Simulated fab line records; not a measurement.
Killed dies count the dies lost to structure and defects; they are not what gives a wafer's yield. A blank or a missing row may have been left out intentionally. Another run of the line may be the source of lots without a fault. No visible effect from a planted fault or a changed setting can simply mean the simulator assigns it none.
Problem report, 8D (eight disciplines) form, completed by code :: flow berkeley cmos170 :: the parts of the form that need people (team, actions taken, sign-off) are left out

## 1. WHAT IS WRONG
At UCB170_PWELL_IMPLANT_15, beam energy keV averages 56.752 over 6 wafers from 2 lots, while fault-free wafers read 59.998, standard deviation 0.019. So: -99 or more standard deviations from the usual mean.
The first sign was on wafer L229.1 at day 7 22:43, on implanter-01. Wafers with a number at this step in the record: 42, from 14 lots. The rule behind "out" and "out of limits": a value lying over 4 standard deviations away from the usual mean. Any other wafer with a number is counted as sound.

## 2. WHAT IT IS, AND WHAT IT ISN'T
question: which readings at this step
is: beam energy keV
is not: -

question: which lots
is: L229, L231
is not: L209, L210, L211, L213, L214, L216, L217, L219, L221, L222, L225, L228

question: which wafers of those lots
is: all that have a number
is not: -

question: read on which tools
is: implanter-01
is not: implanter-03, implanter-04

question: when
is: from day 7 22:43
is not: up to then (36 sound wafers)

## 3. SUSPECTS, AND WHAT RULES EACH OUT
Counting: any tool at a process step up to the reading is kept as a suspect provided that every lot that is out went through it and no sound lot did after the first of them.
- implanter-01 at UCB170_PWELL_IMPLANT_15: kept. It ran every lot that is out, first L229 (day 7 22:43), and no sound lot after that; its last sound lot up to then is L228 (day 7 09:02). On those wafers its own readings are out: beam energy keV.
The count leaves implanter-01 at UCB170_PWELL_IMPLANT_15.

## 4. THE CAUSE (what the simulator had put in)
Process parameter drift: implanter-01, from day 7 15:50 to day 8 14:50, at UCB170_PWELL_IMPLANT_15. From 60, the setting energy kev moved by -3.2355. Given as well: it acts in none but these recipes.
After counting, this tool was the only one left.

## 5. SEQUENCE OF EFFECTS, ordered by route
Each row: a reading where the mean over the struck wafers with a number is more than 3 standard deviations away from the usual. Only readings for which the record gives a usual standard deviation are gone through. hours: the time from each lot's start at the first step in this table that gives one to its start at this step, as a median over the lots. sigmas: the change in usual standard deviations.
hours: 0
step: UCB170_PWELL_IMPLANT_15
reading: beam energy keV
usual: 59.998
on struck wafers: 56.752
change: -3.246
sigmas: -99 or more
Process steps it contains:
- UCB170_PWELL_IMPLANT_15
Later measuring or inspecting steps at which every struck wafer that the step has a row for has a number for every such reading, and none has moved that far: UCB170_FIELD_THK_MEAS_91, UCB170_GATE_OVL_MEAS_13.

## 6. HOW IT WOULD HAVE BEEN CAUGHT EARLIER
7 hours passed between the start of the fault at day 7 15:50 and the first reading out of limits in this record, taken at day 7 22:43.
